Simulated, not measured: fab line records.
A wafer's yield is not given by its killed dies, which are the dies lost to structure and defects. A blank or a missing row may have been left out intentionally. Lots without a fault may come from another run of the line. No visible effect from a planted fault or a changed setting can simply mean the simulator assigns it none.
Check of tool commonality ; flow berkeley cmos170 ; Sampled: 14 lots, 42 wafers

WHY IT WAS OPENED
On 2 of the 14 lots, a flag is raised at UCB170_M1_CD_MEAS_09 on the reading cd nm. Fault-free wafers read 699.9 nm, with a standard deviation of 1.3.
Rule: a lot is flagged in two cases, either no wafer of it has a number, or all its wafers with numbers fall more than 4 standard deviations from that mean. The rest of the lots are taken to be sound.

lot;measured;on;cd nm (nm), wafer by wafer;flag
L999;day 9 07:34;cd sem-02;699.6 699.6 698.7;
L997;day 9 07:38;cd sem-01;698.7 698.3 700.4;
L998;day 9 07:50;cd sem-01;699.2 699.9 699.4;
L100;day 9 17:17;cd sem-02;700.1 702.5 701.6;
L103;day 10 04:10;cd sem-02;696.0 697.7 697.0;
L101;day 10 04:14;cd sem-01;701.3 700.1 699.9;
L104;day 10 13:20;cd sem-01;700.7 701.3 700.3;
L107;day 10 22:10;cd sem-02;700.4 701.2 701.1;
L106;day 10 22:25;cd sem-01;675.4 674.9 673.8;FLAGGED
L108;day 11 10:02;cd sem-01;675.0 676.4 676.4;FLAGGED
L109;day 11 11:48;cd sem-01;700.7 701.4 701.4;
L113;day 11 17:14;cd sem-02;701.2 699.1 700.9;
L114;day 12 16:59;cd sem-01;699.5 700.4 699.9;
L117;day 13 00:11;cd sem-02;699.3 699.8 699.0;
On average the flagged lots' numbers are 675.3 nm, which is -24.6 nm against the usual, or -19 standard deviations.

WHICH TOOL EACH LOT WENT THROUGH
The record keeps 1 process step preceding the reading, out of 331 steps on the route. Read each cell as the tool, then ch plus the chambers that the sampled wafers visited, then the start.
lot;flag;UCB170_M1_COAT_04
L999;;litho track-03 ch 0, day 9 05:00
L997;;litho track-02 ch 0, day 9 05:00
L998;;litho track-03 ch 0, day 9 05:00
L100;;litho track-02 ch 0, day 9 16:00
L103;;litho track-02 ch 0, day 10 03:00
L101;;litho track-03 ch 0, day 10 03:00
L104;;litho track-03 ch 0, day 10 11:00
L107;;litho track-03 ch 0, day 10 21:00
L106;FLAGGED;litho track-02 ch 0, day 10 21:00
L108;FLAGGED;litho track-02 ch 0, day 11 09:00
L109;;litho track-01 ch 0, day 11 11:00
L113;;litho track-03 ch 0, day 11 16:00
L114;;litho track-01 ch 0, day 12 15:00
L117;;litho track-03 ch 0, day 12 23:00
What these steps do:
- UCB170_M1_COAT_04: resist thk 900 nm.
- UCB170_M1_CD_MEAS_09: target cd 700 nm.

FLAGGED OVER TOTAL, TOOL BY TOOL (the gauges that took the reading come last)
step;tool;lots run;flagged;share of the flagged lots;sound lots run after its first flagged lot
UCB170_M1_COAT_04;litho track-01;2;0;none;-
UCB170_M1_COAT_04;litho track-02;5;2;all;0
UCB170_M1_COAT_04;litho track-03;7;0;none;-
UCB170_M1_CD_MEAS_09;cd sem-01;8;2;all;2 (L109,L114)
UCB170_M1_CD_MEAS_09;cd sem-02;6;0;none;-

WHAT THE TABLE ALLOWS
2 rows of the table ran every flagged lot: litho track-02 at UCB170_M1_COAT_04, cd sem-01 at UCB170_M1_CD_MEAS_09.
- litho track-02 at UCB170_M1_COAT_04: 2 of its 5 lots flagged. Last sound lot L103 at day 10 03:00, first flagged lot L106 at day 10 21:00; a fault beginning in between fits.
- cd sem-01 at UCB170_M1_CD_MEAS_09: 2 of its 8 lots flagged. Sound lots ran on it after the first flagged one (L109, L114), which a lasting fault on the whole tool wouldn't allow.
litho track-02 at UCB170_M1_COAT_04 is the single tool remaining.

WHAT HAD BEEN PUT IN BY THE SIMULATOR
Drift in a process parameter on litho track-02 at UCB170_M1_COAT_04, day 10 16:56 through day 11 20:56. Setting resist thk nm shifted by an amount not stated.
Lots struck among those shown: L106, L108. The rule above reached the same finding.
